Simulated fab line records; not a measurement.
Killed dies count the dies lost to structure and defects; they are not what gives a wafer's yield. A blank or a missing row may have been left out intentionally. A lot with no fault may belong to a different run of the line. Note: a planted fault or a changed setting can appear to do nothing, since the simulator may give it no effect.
Comparing a struck lot with a sound one ; flow rit cmos ; 34 steps out of a route of 202
Sound: the wafers L907.2, L907.4, L907.5. The struck wafers were L891.2, L891.4, L891.6. At the end, the cause is stated.
Each step with rows lists, per side, the tool, then ch with its chambers, then its first start. Under that, the readings that differ: sound wafers ; struck wafers ; difference of the means ; sigmas: that difference in standard deviations of wafers without a fault.
alike: same words and numbers on both sides, and readings whose means sit less than 2 such deviations apart. not compared: any withheld reading, any reading some wafer has no value for, any bound like >300 that may hide the same value, and any number with overlapping values for which the record gives no deviation.
Wherever a step has rows on one side only, a row that says differs or no value, or a row with sigmas, the two part there. Numbers that don't overlap but have no deviation are shown without sigmas and don't part them. A reading that every wafer of one side lacks parts them only if that side has two wafers or more.

RIT_PLDD_OVL_MEAS_06:
  sound on overlay-02, day 8 00:31; struck on overlay-01, day 4 07:42
  alike: PLDD_OVL
then, 2 steps without rows for these wafers: RIT_PLDD_HARDBAKE_07 (time 60 s); RIT_PLDD_IMPLANT_08.
RIT_PLDD_STRIP_09: strips in O2, time 180 s.
  sound on plasma asher-02 ch 0,1, day 8 00:50; struck on plasma asher-04 ch 0,1, day 4 08:02
  alike: drypump motor current A
  not compared: rf hours counter h
RIT_PLDD_TW_MEAS_10:
  sound on film metro-01, day 8 01:02; struck on film metro-01, day 4 08:13
  alike: PLDD_TW
then, 4 steps without rows for these wafers: RIT_SPACER_CLEAN_00 (cleans in SC1, time 600 s); RIT_SPACER_CLEAN_01 (cleans in dHF, time 30 s); RIT_SPACER_CLEAN_02 (cleans in SC2, time 600 s); RIT_SPACER_CVD_03 (deposits Si3N4 from SiH2Cl2/NH3, target thk 250 nm, time 3300 s).
RIT_SPACER_THK_MEAS_04:
  sound on film metro-03, day 8 03:22; struck on film metro-03, day 4 10:35
  alike: SPACER_NITRIDE_THK
RIT_SPACER_ETCHBACK_05: etches Si3N4 in SF6/CHF3, stops on SiO2, target depth 250 nm, time 240 s.
  sound on rie diel-01 ch 0,1,2, day 8 03:25; struck on rie diel-02 ch 0,1,2, day 4 10:38
  alike: drypump motor current A, oes product au, throttle valve pct
  not compared: rf hours counter h
then, 1 step without rows for these wafers: RIT_NSD_HMDS_00 (prime time 60 s).
RIT_NSD_COAT_01: resist thk 1000 nm.
  struck on litho track-02, day 4 10:57; sound on litho track-01 ch 0, day 8 03:45
  no value came back on the struck wafers for chill plate temp C (C), dispense pressure kPa (kPa), exhaust pa (Pa); on the sound wafers chill plate temp C (C) reads 22.97 22.93 22.89
then, 4 steps without rows for these wafers: RIT_NSD_SOFTBAKE_02 (time 60 s); RIT_NSD_EXPOSE_03 (exposes mask M9, target cd 40700 nm); RIT_NSD_PEB_04; RIT_NSD_DEVELOP_05 (develop time 50 s).
RIT_NSD_OVL_MEAS_06:
  sound on overlay-01, day 8 04:26; struck on overlay-02, day 4 11:38
reading;sound;struck;difference;sigmas
NSD_OVL (nm);0.9 1.2 0.7;- - -;no value on the struck wafers;
then, 2 steps without rows for these wafers: RIT_NSD_HARDBAKE_07 (time 60 s); RIT_NSD_IMPLANT_08.
RIT_NSD_STRIP_09: strips in O2, time 180 s.
  sound on plasma asher-01 ch 0,1, day 8 04:46; struck on plasma asher-01 ch 0, day 4 11:58
  alike: drypump motor current A
  not compared: rf hours counter h
RIT_NSD_TW_MEAS_10:
  sound on film metro-03, day 8 04:56; struck on film metro-04, day 4 12:09
reading;sound;struck;difference;sigmas
NSD_TW;3093 3088 3096;3128 3143 3136;+43;+2
then, 6 steps without rows for these wafers: RIT_PSD_HMDS_00 (prime time 60 s); RIT_PSD_COAT_01 (resist thk 1000 nm); RIT_PSD_SOFTBAKE_02 (time 60 s); RIT_PSD_EXPOSE_03 (exposes mask M10, target cd 40900 nm); RIT_PSD_PEB_04; RIT_PSD_DEVELOP_05 (develop time 50 s).
RIT_PSD_OVL_MEAS_06:
  sound on overlay-01, day 8 05:58; struck on overlay-01, day 4 13:11
  alike: PSD_OVL
then, 2 steps without rows for these wafers: RIT_PSD_HARDBAKE_07 (time 60 s); RIT_PSD_IMPLANT_08.
RIT_PSD_STRIP_09: strips in O2, time 180 s.
  sound on plasma asher-03 ch 0,1, day 8 06:26; struck on plasma asher-03 ch 0, day 4 13:31
  alike: drypump motor current A
  not compared: rf hours counter h
RIT_PSD_TW_MEAS_10:
  sound on film metro-01, day 8 06:38; struck on film metro-04, day 4 13:55
reading;sound;struck;difference;sigmas
PSD_TW;3420 3429 3435;3649 3649 3641;+218;+9
  not compared: hold
RIT_M1_PROBE_99:
  sound on prober-01, day 8 14:57; struck on prober-01, day 5 04:49
reading;sound;struck;difference;sigmas
hold;- - -;await dispo/4.7h/scrap await dispo/4.7h/scrap await dispo/4.7h/scrap;no value on the sound wafers;
killed at front end;16 5 11;264 264 264;+253;+84
killed dies;16 5 11;264 264 264;+253;+84
killed on rim;5 1 8;70 70 70;+65;+44
  alike: killed at contacts, killed open, killed short

WHERE THEY PART
First at RIT_NSD_COAT_01; last, within this record, at RIT_M1_PROBE_99.

WHY: what had been put in by the simulator
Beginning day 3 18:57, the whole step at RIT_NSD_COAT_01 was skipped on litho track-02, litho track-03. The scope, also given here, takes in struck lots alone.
